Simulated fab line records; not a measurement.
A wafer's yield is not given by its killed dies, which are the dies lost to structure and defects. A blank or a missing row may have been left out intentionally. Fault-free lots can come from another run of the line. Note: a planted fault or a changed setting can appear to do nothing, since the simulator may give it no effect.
8D (eight disciplines) problem report, filled in by code | flow berkeley_cmos170 | the parts of the form that need people (team, actions taken, sign-off) are left out

## 1. THE ISSUE
Wafers without a fault read 1.996, standard deviation 0.024; chamber_o2_ppm at UCB170_SILICIDE_RTA_04 reads a mean of 61.999 on 9 wafers belonging to 3 lots. So: +99 or more standard deviations from the usual mean.
The step: time 15 s.
The first sign was on wafer L124.1 at day 9 14:55, on rtp_anneal-02. The record holds 42 wafers of 14 lots with a number at this step. Rule for "out" (also "out of limits"): further than 4 standard deviations from the usual mean. The other wafers with a number count as sound.

## 2. WHAT IT IS AND WHAT IT IS NOT
question                    | is                     | is not
which readings at this step | chamber_o2_ppm         | lamp_power_pct
which lots                  | L124, L125, L127       | L111, L112, L113, L114, L115, L116, L117, L120, L129, L131, L133
which wafers of those lots  | all that have a number | -
read on which tools         | rtp_anneal-02          | rtp_anneal-01
when                        | from day 9 14:55       | up to then (24 sound wafers); but 9 sound wafers of L129, L131, L133 came after

## 3. WHAT RULES OUT EACH SUSPECT
Counting: a tool at a process step up to the reading stays a suspect if it ran every lot that is out and no sound lot after the first of them.
- rtp_anneal-02 at UCB170_SILICIDE_RTA_04 (time 15 s): kept. All lots that are out passed through it, beginning with L124 at day 9 14:55, and no sound lot followed; its final sound lot before that point was L120 at day 8 11:25. On those wafers its own readings are out: chamber_o2_ppm.
The count leaves rtp_anneal-02 at UCB170_SILICIDE_RTA_04.

## 4. THE CAUSE (what the simulator had put in)
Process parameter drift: rtp_anneal-02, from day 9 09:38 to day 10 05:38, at UCB170_SILICIDE_RTA_04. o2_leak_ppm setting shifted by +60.
Counting left only this tool.

## 5. SEQUENCE OF EFFECTS, ordered by route
Each row: a reading whose mean over the struck wafers that have a number lies more than 3 standard deviations from the usual. Readings are gone through only where the record gives a usual standard deviation; hours: the median, over the lots, of the time from a lot's start at the first step in this table giving one to that lot's start at this step; sigmas: the change measured in usual standard deviations.
hours | step                   | reading        | usual | on struck wafers | change  | sigmas
0     | UCB170_SILICIDE_RTA_04 | chamber_o2_ppm | 1.996 | 61.999           | +60.003 | +99 or more
Process steps it contains:
- UCB170_SILICIDE_RTA_04: time 15 s.

## 6. WHAT WOULD HAVE CAUGHT IT SOONER
In this record the first reading out of limits was taken at day 9 14:55, 5 hours after the fault began at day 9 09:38.
